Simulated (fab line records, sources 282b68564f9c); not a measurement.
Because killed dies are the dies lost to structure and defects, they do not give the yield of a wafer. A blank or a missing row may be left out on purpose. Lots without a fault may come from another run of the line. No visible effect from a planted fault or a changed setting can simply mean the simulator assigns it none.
fab line records	flow rit-cmos
record: lots: 5	wafers: 23
route steps=202 shown M1@184
start-h: hours from the record's first day to the start of the lot's first wafer shown	wait-h: hours since the lot's step before	" same as the row above	L1.1+2: a single row standing in for several wafers	- value missing, or start not given	* or withheld: withheld	< > ~ a bound
route shown NAME@n: NAME is a module with steps in the file, n the number in the route of the first one	usual: the fault-free wafers' mean and standard deviation	same: alike in all rows	chamber/n: place in a boat	sites: the reading at each site	_std_site: the standard deviation of these	_edge_site: inner sites' mean taken away from outer sites' mean	radius-mm: how far each site lies from the wafer's centre	mask NAME#n: copy n	behind: tool/chamber where the wafer was last shaped	hold: why the lot was held/for how many hours/how that ended	device: transistor that didn't switch, given as n, p or np	end of line: the tests these same wafers got at the end of their route	a step given without rows: its recipe and nothing more	killed: at the first sort, the dies lost to defects and structure; wafer yield is something else	map: dies across one wafer; x = killed, . = not, _ = none there
set.NAME: the setting as run; set.NAME@STEP: as run at that earlier step	model.NAME: the simulator's own value behind a step, which no gauge read
lots where settings were altered on purpose, with a table for each step and a row for each wafer
== steps ==
step: RIT_M1_SPUTTER_00
recipe: material: Al	target-thk-nm: 400	power-w: 2000	chamber-pressure-pa: 0.4	gas: Ar	time-s: 500	substrate-temp-c: 25
lot.wafer	tool	chamber	start-h	wait-h	set.power-w	model.Al_of_M1_SPUTTER_00.thk-nm
L079.1	pvd-sputter-02	-	79.45	0.0	2000	397.6
L079.2	"	-	"	"	2113	422.7
L079.3	"	-	"	"	2000	396.8
L079.5	"	-	"	"	2000	396.7
L079.6	"	-	"	"	2113	420.7
L082.1	pvd-sputter-03	-	99.89	0.0	2000	389
L082.3	"	-	"	"	2000	395.1
L082.4	"	-	"	"	2120	414
L082.5	"	-	"	"	2120	414.6
L082.6	"	-	"	"	2120	419.8
L083.1	pvd-sputter-02	-	103.95	0.0	2000	404.1
L083.2	"	-	"	"	1835	364.5
L083.3	"	-	"	"	1835	364.9
L083.5	"	-	"	"	2000	398.6
L083.6	"	-	"	"	2000	400.3
L084.3	pvd-sputter-01	-	108.84	0.0	2000	398.5
L084.4	"	-	"	"	2000	404
L084.5	"	-	"	"	2000	402.7
L085.1	pvd-sputter-02	-	118.12	0.0	2000	395.4
L085.2	"	-	"	"	1938	384.9
L085.3	"	-	"	"	2000	396
L085.4	"	-	"	"	1938	388.8
L085.6	"	-	"	"	2000	396.4
step: RIT_M1_RS_MEAS_01
recipe: thk-meas-gauge: four-point-probe	reads: Al_of_M1_SPUTTER_00
usual: M1_AL_RS: 0.0740/0.00075
lot.wafer	tool	chamber	start-h	wait-h	set.power-w@M1_SPUTTER_00	M1_AL_RS[ohm/sq]
L079.1	film-metro-03	-	79.75	0.1	2000	0.0740
L079.2	"	-	"	"	2113	0.0693
L079.3	"	-	"	"	2000	0.0738
L079.5	"	-	"	"	2000	0.0740
L079.6	"	-	"	"	2113	0.0697
L082.1	film-metro-04	-	100.18	0.1	2000	0.0758
L082.3	"	-	"	"	2000	0.0744
L082.4	"	-	"	"	2120	0.0711
L082.5	"	-	"	"	2120	0.0709
L082.6	"	-	"	"	2120	0.0701
L083.1	film-metro-04	-	104.25	0.1	2000	0.0728
L083.2	"	-	"	"	1835	0.0807
L083.3	"	-	"	"	1835	0.0810
L083.5	"	-	"	"	2000	0.0737
L083.6	"	-	"	"	2000	0.0736
L084.3	film-metro-02	-	109.17	0.2	2000	0.0738
L084.4	"	-	"	"	2000	0.0728
L084.5	"	-	"	"	2000	0.0730
L085.1	film-metro-03	-	118.42	0.1	2000	0.0741
L085.2	"	-	"	"	1938	0.0764
L085.3	"	-	"	"	2000	0.0741
L085.4	"	-	"	"	1938	0.0756
L085.6	"	-	"	"	2000	0.0742
step: RIT_M1_THK_MEAS_02
recipe: thk-meas-gauge: xrf	reads: Al_of_M1_SPUTTER_00
usual: M1_AL_THK: 394/5.5
lot.wafer	tool	chamber	start-h	wait-h	set.power-w@M1_SPUTTER_00	M1_AL_THK[nm]
L079.1	film-metro-03	-	79.87	0.1	2000	397
L079.2	"	-	"	"	2113	422
L079.3	"	-	"	"	2000	397
L079.5	"	-	"	"	2000	395
L079.6	"	-	"	"	2113	419
L082.1	film-metro-04	-	100.30	0.1	2000	383
L082.3	"	-	"	"	2000	390
L082.4	"	-	"	"	2120	407
L082.5	"	-	"	"	2120	411
L082.6	"	-	"	"	2120	414
L083.1	film-metro-04	-	104.37	0.1	2000	399
L083.2	"	-	"	"	1835	360
L083.3	"	-	"	"	1835	361
L083.5	"	-	"	"	2000	393
L083.6	"	-	"	"	2000	396
L084.3	film-metro-02	-	109.27	0.1	2000	398
L084.4	"	-	"	"	2000	402
L084.5	"	-	"	"	2000	399
L085.1	film-metro-03	-	118.54	0.1	2000	394
L085.2	"	-	"	"	1938	385
L085.3	"	-	"	"	2000	396
L085.4	"	-	"	"	1938	391
L085.6	"	-	"	"	2000	398
step: RIT_M1_DEVELOP_08
recipe: resist: NOVOLAK	develop-time-s: 68	dev-temp-c: 23
lot.wafer	tool	chamber	start-h	wait-h	set.develop-time-s
L079.1+2+5	litho-track-01	0	-	-	68
L079.3+6	"	0	"	"	61.27
L082.1+6	litho-track-03	0	-	-	68
L082.3+4+5	"	0	"	"	73.89
L083.1+2+6	litho-track-01	0	-	-	68
L083.3+5	"	0	"	"	72.93
L084.3+4+5	litho-track-03	0	-	-	68
L085.1+2+6	litho-track-01	0	-	-	68
L085.3+4	"	0	"	"	74.54
step: RIT_M1_CD_MEAS_09
recipe: target-cd-nm: 2600
usual: cd-nm: 2599.2/2.2
lot.wafer	tool	chamber	start-h	wait-h	set.develop-time-s@M1_DEVELOP_08	cd-nm
L079.1	cd-sem-01	-	80.93	-	68	2596.0
L079.2	"	-	"	"	68	2597.5
L079.3	"	-	"	"	61.27	2606.0
L079.5	"	-	"	"	68	2598.2
L079.6	"	-	"	"	61.27	2606.0
L082.1	cd-sem-02	-	101.37	-	68	2602.0
L082.3	"	-	"	"	73.89	2598.8
L082.4	"	-	"	"	73.89	2595.6
L082.5	"	-	"	"	73.89	2597.7
L082.6	"	-	"	"	68	2603.1
L083.1	cd-sem-02	-	105.43	-	68	2597.0
L083.2	"	-	"	"	68	2597.8
L083.3	"	-	"	"	72.93	2590.5
L083.5	"	-	"	"	72.93	2590.9
L083.6	"	-	"	"	68	2599.3
L084.3	cd-sem-02	-	110.31	-	68	2599.2
L084.4	"	-	"	"	68	2598.7
L084.5	"	-	"	"	68	2597.8
L085.1	cd-sem-02	-	119.82	-	68	2600.6
L085.2	"	-	"	"	68	2601.6
L085.3	"	-	"	"	74.54	2592.3
L085.4	"	-	"	"	74.54	2592.3
L085.6	"	-	"	"	68	2600.7
step: RIT_M1_METAL_ETCH_12
recipe: stop-on: SiO2	chemistry: Cl2/BCl3	target: Al	time-s: 165	over-etch-frac: 0.5	pressure-mtorr: 100	target-depth-a: 6000	rf-w: 250	Cl2_flow_sccm: 60	bcl3-flow-sccm: 50
lot.wafer	tool	chamber	start-h	wait-h	set.time-s	model.NOVOLAK_of_M1_COAT_04.thk-nm
L079.1	rie-metal-02	1	81.34	0.2	188.1	759.7
L079.2	"	0	"	"	165	-
L079.3	"	0	"	"	188.1	750.3
L079.5	"	0	"	"	165	797.4
L079.6	"	1	"	"	188.1	-
L082.1	rie-metal-02	1	101.77	0.2	165	807.8
L082.3	"	0	"	"	165	807.1
L082.4+5+6	"	1,0,1	"	"	165	-
L083.1	rie-metal-03	0	105.84	0.2	176.1	760.1
L083.2	"	1	"	"	176.1	-
L083.3	"	1	"	"	165	-
L083.5	"	1	"	"	176.1	780.3
L083.6	"	0	"	"	165	792.2
L084.3	rie-metal-01	0	110.74	0.2	165	794.2
L084.4	"	1	"	"	165	800.1
L084.5	"	0	"	"	165	794.1
L085.1	rie-metal-02	0	120.23	0.2	149	837.8
L085.2	"	1	"	"	149	834.2
L085.3	"	0	"	"	165	810
L085.4	"	1	"	"	149	835.1
L085.6	"	1	"	"	165	805.9
step: RIT_M1_STRIP_13
recipe: chemistry: nmp	resist: NOVOLAK	temp-c: 80	time-s: 600	dry: n2-spin
step: RIT_M1_STRIP_14
recipe: chemistry: O2	time-s: 180	platen-temp-c: withheld	power-w: 500	pressure-mtorr: 4000	o2-flow-sccm: 4000
step: RIT_M1_ANNEAL_15
recipe: temp-c: 450	time-s: 1800	ambient: forming_gas_H2N2
step: RIT_M1_PROBE_99
usual: killed-at-contacts: 0.1/0.23	killed-at-front-end: 7/3.1	killed-dies: 7/3.2	killed-open: 3.6/2.1	killed-short: 3.5/1.9
same: gross-dies: 264	killed_at_M0_to_M3: 0	killed_at_M4_up: 0	killed-at-back-side: 0	killed-at-other: 0
lot.wafer	tool	chamber	start-h	wait-h	set.dose-mj@GATE_EXPOSE_13	killed-at-contacts	killed-at-front-end	killed-dies	killed-open	killed-short	model.etest.pmos_0p15.r-on-ohm-um	model.etest.pmos-turned.r-on-ohm-um	model.etest.nmos_0p15.r-on-ohm-um	model.etest.nmos_0p15.drive-ua-um	model.etest.pmos_0p15.drive-ua-um	model.etest.nmos-turned.drive-ua-um
L079.1	prober-02	-	83.59	0.1	380	0	11	11	6	5	3050	3699	1208	414.6	226	300.8
L079.2	prober-02	-	83.64	0.1	354.2	0	255	255	3	3	3644	4362	1446	342.3	183.6	251.9
L079.3	prober-02	-	83.69	0.2	354.2	0	264	264	3	2	3926	4579	1502	328.2	171.4	256.5
L079.5	prober-02	-	83.79	0.2	380	1	11	12	7	4	2963	3627	1255	420.1	236.3	292
L079.6	prober-02	-	83.84	0.2	354.2	0	241	241	6	7	3700	4388	1433	341.6	179.8	246.5
L082.1	prober-01	-	104.02	0.1	365.2	0	20	20	3	3	3161	3805	1187	410.8	217.9	311.3
L082.3	prober-01	-	104.12	0.2	380	0	14	14	4	10	2696	3354	1050	498.1	261.3	353.8
L082.4	prober-01	-	104.17	0.2	365.2	0	15	15	5	3	3199	3856	1190	422	219.7	322.1
L082.5	prober-01	-	104.22	0.2	380	0	10	10	8	2	2736	3346	1030	494.9	258.6	360.4
L082.6	prober-01	-	104.27	0.2	365.2	0	30	30	3	3	3148	3785	1186	418.7	219.5	320
L083.1	prober-02	-	108.11	0.1	380	0	2	2	0	2	2988	3619	1266	405.9	232.5	287.2
L083.2	prober-02	-	108.16	0.1	380	0	9	9	4	5	2999	3690	1234	399.6	224.8	287.9
L083.3	prober-02	-	108.21	0.2	380	1	20	21	6	3	3488	4187	1400	350.2	192.3	267
L083.5	prober-02	-	108.31	0.2	359.7	0	176	176	1	3	3668	4340	1450	332.4	180.4	260.9
L083.6	prober-02	-	108.36	0.2	359.7	0	264	264	4	2	4117	4787	1591	295.6	157.8	234.1
L084.3	prober-01	-	113.04	0.2	380	1	12	13	5	8	2788	3398	1122	471.8	256.1	345.4
L084.4	prober-01	-	113.09	0.2	380	0	14	14	9	5	2696	3270	1100	483.4	266	353.3
L084.5	prober-01	-	113.14	0.2	380	0	8	8	4	4	2638	3216	1060	491.5	269.1	358.1
L085.1	prober-02	-	122.48	0.1	380	0	8	8	1	7	2940	3625	1242	480.8	254.1	317.5
L085.2	prober-02	-	122.53	0.1	380	2	5	7	3	3	2739	3476	1185	511.5	274.7	327.3
L085.3	prober-02	-	122.58	0.2	380	0	4	4	2	2	2714	3411	1131	504.4	270.1	334.5
L085.4	prober-02	-	122.63	0.2	380	0	3	3	1	2	2840	3496	1205	489.6	266.9	325.9
L085.6	prober-02	-	122.73	0.2	380	15	8	23	3	4	2709	3392	1174	507.8	278.4	336.1
killed by level:class
L079.1 GATE:geometric-particle:open=3 FOX1:geometric-particle:open=2 FOX1:geometric-particle:short=2 GATE:geometric-particle:short=2 FOX2:geometric-particle:open=1 REOX:geometric-particle:short=1
L079.2 GATE:area-expose=249 GATE:geometric-particle:open=2 ACTIVE:geometric-particle:short=1 FOX1:geometric-particle:short=1 GATE:geometric-particle:short=1 REOX:geometric-particle:open=1
L079.3 GATE:area-expose=259 GATE:geometric-particle:short=2 FOX1:geometric-particle:open=1 GATE:geometric-particle:open=1 REOX:geometric-particle:open=1
L079.5 FOX2:geometric-particle:open=4 SILICIDE:geometric-particle:open=2 FOX1:geometric-particle:short=1 FOX2:geometric-particle:short=1 GATE:geometric-particle:short=1 REOX:geometric-particle:open=1 SPACER:geometric-particle:short=1 CONTACT:area-etch=1
L079.6 GATE:area-expose=228 GATE:geometric-particle:short=4 FOX2:geometric-particle:open=2 REOX:geometric-particle:short=2 REOX:geometric-particle:open=2 FOX1:geometric-particle:short=1 FOX1:geometric-particle:open=1 GATE:geometric-particle:open=1
L082.1 GATE:area-expose=14 GATE:geometric-particle:short=2 GATE:geometric-particle:open=2 FOX1:geometric-particle:open=1 SILICIDE:geometric-particle:short=1
L082.3 GATE:geometric-particle:short=6 FOX2:geometric-particle:open=3 SPACER:geometric-particle:short=2 FOX1:geometric-particle:short=1 FOX2:geometric-particle:short=1 GATE:geometric-particle:open=1
L082.4 GATE:area-expose=7 FOX1:geometric-particle:open=2 GATE:geometric-particle:open=2 FOX2:geometric-particle:short=1 FOX2:geometric-particle:open=1 GATE:geometric-particle:short=1 SPACER:geometric-particle:short=1
L082.5 FOX1:geometric-particle:open=3 GATE:geometric-particle:open=2 FOX1:geometric-particle:short=1 FOX2:geometric-particle:open=1 GATE:geometric-particle:short=1 REOX:geometric-particle:open=1 SPACER:geometric-particle:open=1
L082.6 GATE:area-expose=24 GATE:geometric-particle:open=2 FOX1:geometric-particle:open=1 GATE:geometric-particle:short=1 SPACER:geometric-particle:short=1 SILICIDE:geometric-particle:short=1
L083.1 GATE:geometric-particle:short=1 REOX:geometric-particle:short=1
L083.2 SPACER:geometric-particle:short=4 GATE:geometric-particle:open=1 REOX:geometric-particle:open=1 SPACER:geometric-particle:open=1 SILICIDE:geometric-particle:short=1 SILICIDE:geometric-particle:open=1
L083.3 GATE:area-develop=12 SILICIDE:geometric-particle:open=3 GATE:geometric-particle:open=2 FOX1:geometric-particle:open=1 GATE:geometric-particle:short=1 REOX:geometric-particle:short=1 CONTACT:geometric-particle:short=1
L083.5 GATE:area-expose=172 REOX:geometric-particle:short=2 GATE:geometric-particle:short=1 SILICIDE:geometric-particle:open=1
L083.6 GATE:area-expose=258 FOX1:geometric-particle:open=2 GATE:geometric-particle:short=1 REOX:geometric-particle:short=1 REOX:geometric-particle:open=1 SILICIDE:geometric-particle:open=1
L084.3 FOX1:geometric-particle:short=5 FOX1:geometric-particle:open=3 FOX2:geometric-particle:open=2 GATE:geometric-particle:short=1 SILICIDE:geometric-particle:short=1 CONTACT:geometric-particle:short=1
L084.4 FOX1:geometric-particle:open=5 GATE:geometric-particle:open=3 GATE:geometric-particle:short=2 FOX1:geometric-particle:short=2 ACTIVE:geometric-particle:open=1 REOX:geometric-particle:short=1
L084.5 FOX1:geometric-particle:short=2 GATE:geometric-particle:open=2 GATE:geometric-particle:short=1 REOX:geometric-particle:open=1 SPACER:geometric-particle:short=1 SPACER:geometric-particle:open=1
L085.1 FOX1:geometric-particle:short=2 GATE:geometric-particle:short=2 FOX2:geometric-particle:short=1 REOX:geometric-particle:short=1 SPACER:geometric-particle:short=1 SILICIDE:geometric-particle:open=1
L085.2 FOX1:geometric-particle:short=1 GATE:geometric-particle:open=1 REOX:geometric-particle:open=1 SPACER:geometric-particle:short=1 SPACER:geometric-particle:open=1 CONTACT:geometric-particle:short=1 CONTACT:area-etch=1
L085.3 GATE:geometric-particle:open=1 GATE:geometric-particle:short=1 REOX:geometric-particle:open=1 SILICIDE:geometric-particle:short=1
L085.4 FOX1:geometric-particle:short=2 GATE:geometric-particle:open=1
L085.6 CONTACT:area-etch=15 FOX1:geometric-particle:short=3 REOX:geometric-particle:open=2 SPACER:geometric-particle:open=1 SILICIDE:geometric-particle:short=1 ACTIVE:coat-microbubble-printed=1
== key ==
split: step: RIT_M1_SPUTTER_00	setting: power-w	stated: 2000	by: wafer
response: step: RIT_M1_SPUTTER_00	reading: model.Al_of_M1_SPUTTER_00.thk-nm	change: +4.2	per: 1%	r: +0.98
response: step: RIT_M1_RS_MEAS_01	reading: M1_AL_RS	change: -0.000821	per: 1%	r: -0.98
response: step: RIT_M1_THK_MEAS_02	reading: M1_AL_THK	change: +4.14	per: 1%	r: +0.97
split: step: RIT_M1_DEVELOP_08	setting: develop-time-s	stated: 68	by: wafer
response: step: RIT_M1_CD_MEAS_09	reading: cd-nm	change: -0.844	per: 1%	r: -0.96
split: step: RIT_M1_METAL_ETCH_12	setting: time-s	stated: 165	by: wafer
response: step: RIT_M1_METAL_ETCH_12	reading: model.NOVOLAK_of_M1_COAT_04.thk-nm	change: -2.99	per: 1%	r: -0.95
split outside-this-file step=RIT_GATE_EXPOSE_13 setting=dose-mj
split outside-this-file: this setting was split too, and the file shows its column; the key of that split is in another file
